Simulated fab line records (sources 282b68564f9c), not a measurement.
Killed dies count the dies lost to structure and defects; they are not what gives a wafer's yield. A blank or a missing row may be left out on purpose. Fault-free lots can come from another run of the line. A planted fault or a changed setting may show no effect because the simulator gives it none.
Which of the tools did it?    flow rit cmos    7 lots with 21 wafers sampled at 2 steps, on a route of 202 steps

WHAT EACH GAUGE READ, for each wafer
RIT_CONTACT_OVL_MEAS_09.
lot   measured     on          CONTACT_OVL (nm)
L432  day 3 20:46  overlay-02  1.3 1.0 1.1
L434  day 4 08:54  overlay-02  0.9 -2.3 0.1
L436  day 4 15:20  overlay-01  0.6 2.0 1.5
L438  day 5 00:35  overlay-01  -0.7 0.5 1.4
L443  day 6 00:13  overlay-01  239.8 238.3 241.2
L445  day 6 10:40  overlay-02  -0.3 0.8 1.6
L450  day 7 13:11  overlay-01  0.5 0.9 1.1

WHICH TOOL RAN EACH LOT (tool, then ch and the chambers of the sampled wafers, then the start)
lot   RIT_CONTACT_EXPOSE_05
L432  iline stepper-02 ch 0, day 3 20:08
L434  iline stepper-01 ch 0, day 4 08:16
L436  iline stepper-02 ch 0, day 4 14:43
L438  iline stepper-01 ch 0, day 4 23:58
L443  iline stepper-02 ch 0, day 5 23:35
L445  iline stepper-01 ch 0, day 6 10:02
L450  iline stepper-01 ch 0, day 7 12:34
- RIT_CONTACT_EXPOSE_05: exposes mask M11, target cd 1000 nm.

THE ANSWER, worked out from the rows above alone
Rule: the usual values come from the lots themselves. The widest of any qualifying gaps counts: lots, ordered by their means at a reading, are off when they make up no more than a third of the lots, leave a main group of 4 or more, and stand apart from it by 3 or more times the standard deviation of that group's means. A main group is skipped when, at the precision printed for the reading in the tables above, its means are all equal. A lot without any number at a reading at which 4 lots or more have one is off too. The other lots that the step has rows for count as sound.
Off: L443, at RIT_CONTACT_OVL_MEAS_09 (CONTACT_OVL). Mean 0.7 nm and standard deviation 0.58 in the main group.
A tool fits if, at a process step before that reading, it ran every lot that is off, and no sound lot after the first of them. Gauges at RIT_CONTACT_OVL_MEAS_09: tried the same way as those tools. One candidate fits, namely iline stepper-02 at RIT_CONTACT_EXPOSE_05. A fault onset in the window from L436 (day 4 14:43, its last sound lot) to L443 (day 5 23:35, its first lot off) fits.

WHAT HAD BEEN PUT IN BY THE SIMULATOR
Scanner matching overlay: iline stepper-02, from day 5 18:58 on, at RIT_CONTACT_EXPOSE_05. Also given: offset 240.
Struck lots among those shown: L443. The same result came from the rule above.
